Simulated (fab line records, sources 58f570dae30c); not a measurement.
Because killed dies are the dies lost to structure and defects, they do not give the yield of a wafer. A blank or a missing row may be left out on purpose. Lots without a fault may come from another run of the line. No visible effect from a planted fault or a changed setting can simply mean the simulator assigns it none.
2 desks, one fault + flow berkeley-cmos170 + only its own numbers are on each desk; what lay behind them is given at the end

TOOL OWNER'S DESK, rie-metal-02
The tool's own readings at UCB170_M3_METAL_ETCH_18 (etches Al in Cl2/BCl3, stops on SiO2, target depth 1170 nm, time 195 s): means of the sampled wafers that have a number, for each lot that ran on this tool. A lot is out of limits, marked OUT, if its mean lies more than 4 standard deviations from the usual mean; the brackets give that distance.
Columns: A = bias-w at UCB170_M3_METAL_ETCH_18, usual 120.0 W; B = drypump-motor-current-A at UCB170_M3_METAL_ETCH_18, usual 5.2 A; C = oes-product-au at UCB170_M3_METAL_ETCH_18, usual 0.855 a.u.; D = rf-fwd-power-W at UCB170_M3_METAL_ETCH_18, usual 597.5 W; E = throttle-valve-pct at UCB170_M3_METAL_ETCH_18, usual 24.45 %
| lot  | first seen here | A               | B   | C     | D     | E     |
|------|-----------------|-----------------|-----|-------|-------|-------|
| L385 | day 9 07:25     | 119.7           | 5.2 | 0.848 | 599.0 | 24.47 |
| L388 | day 10 16:43    | 119.5           | 5.2 | 0.855 | 597.0 | 24.48 |
| L390 | day 10 16:59    | 119.7           | 5.2 | 0.862 | 598.0 | 24.48 |
| L393 | day 11 12:16    | 119.9           | 4.9 | 0.852 | 597.3 | 24.54 |
| L397 | day 11 14:03    | 120.1           | 4.9 | 0.850 | 595.7 | 24.54 |
| L399 | day 12 08:38    | 112.8 (-21) OUT | 5.2 | 0.848 | 596.5 | 24.51 |
| L401 | day 12 23:14    | 112.4 (-22) OUT | 4.9 | 0.853 | 595.8 | 24.53 |
| L404 | day 13 16:34    | 112.8 (-21) OUT | 4.9 | 0.846 | 597.0 | 24.54 |
Finding of this desk: L399, L401, L404 out of limits; the first was L399 at day 12 08:38, on bias-w at UCB170_M3_METAL_ETCH_18. L385, L388, L390, L393, L397: within limits.

METROLOGY DESK
What the gauges read, lot by lot, whatever tool the lot ran on: means of the sampled wafers that have a number. A lot is out of limits, marked OUT, if its mean lies more than 4 standard deviations from the usual mean; the brackets give that distance.
Columns: A = cd-nm at UCB170_M2_CD_MEAS_15, usual 700.3 nm; B = M2_OVL at UCB170_M2_OVL_MEAS_16, usual -1 nm; C = M3_OVL at UCB170_M3_OVL_MEAS_16, usual 3 nm
| lot  | first seen here | A     | B  | C   |
|------|-----------------|-------|----|-----|
| L384 | day 8 11:23     | 699.1 | -4 | -1  |
| L383 | day 8 14:35     | 699.6 | 3  | -4  |
| L386 | day 8 22:24     | 698.7 | -5 | -1  |
| L385 | day 8 22:41     | 700.3 | -1 | 4   |
| L388 | day 10 08:26    | 703.0 | 0  | -1  |
| L392 | day 10 08:32    | 700.2 | -8 | -2  |
| L390 | day 10 08:43    | 701.2 | -3 | 2   |
| L391 | day 10 09:46    | 701.9 | -3 | 3   |
| L393 | day 11 06:11    | 701.1 | -1 | 2   |
| L397 | day 11 08:09    | 699.1 | -1 | 9   |
| L399 | day 12 03:05    | 700.0 | 4  | 7   |
| L401 | day 12 16:52    | 696.7 | 1  | 12  |
| L404 | day 13 09:14    | 700.5 | 10 | 10  |
| L405 | day 13 10:22    | 701.1 | -3 | 12  |
| L406 | day 13 11:28    | 698.7 | -1 | -10 |
This desk found nothing out of limits on any of the 15 lots.

PUT TOGETHER
The tool owner's desk could have raised an alarm at day 12 08:38, on L399, L401, L404.
The metrology desk saw nothing out of limits.
The metrology desk holds a record of L399, L401, L404, inside its limits.
The lots listed all ran UCB170_M3_METAL_ETCH_18 on rie-metal-02.

WHAT THE SIMULATOR PUT IN
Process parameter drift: rie-metal-02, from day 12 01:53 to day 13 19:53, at UCB170_M3_METAL_ETCH_18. A move of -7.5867 in setting bias-w, from 120. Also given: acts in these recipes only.
Shown lots that were struck: L399, L401, L404.
Time in hours from fault onset to the first out-of-limits reading at each desk: the tool owner's desk, 7.
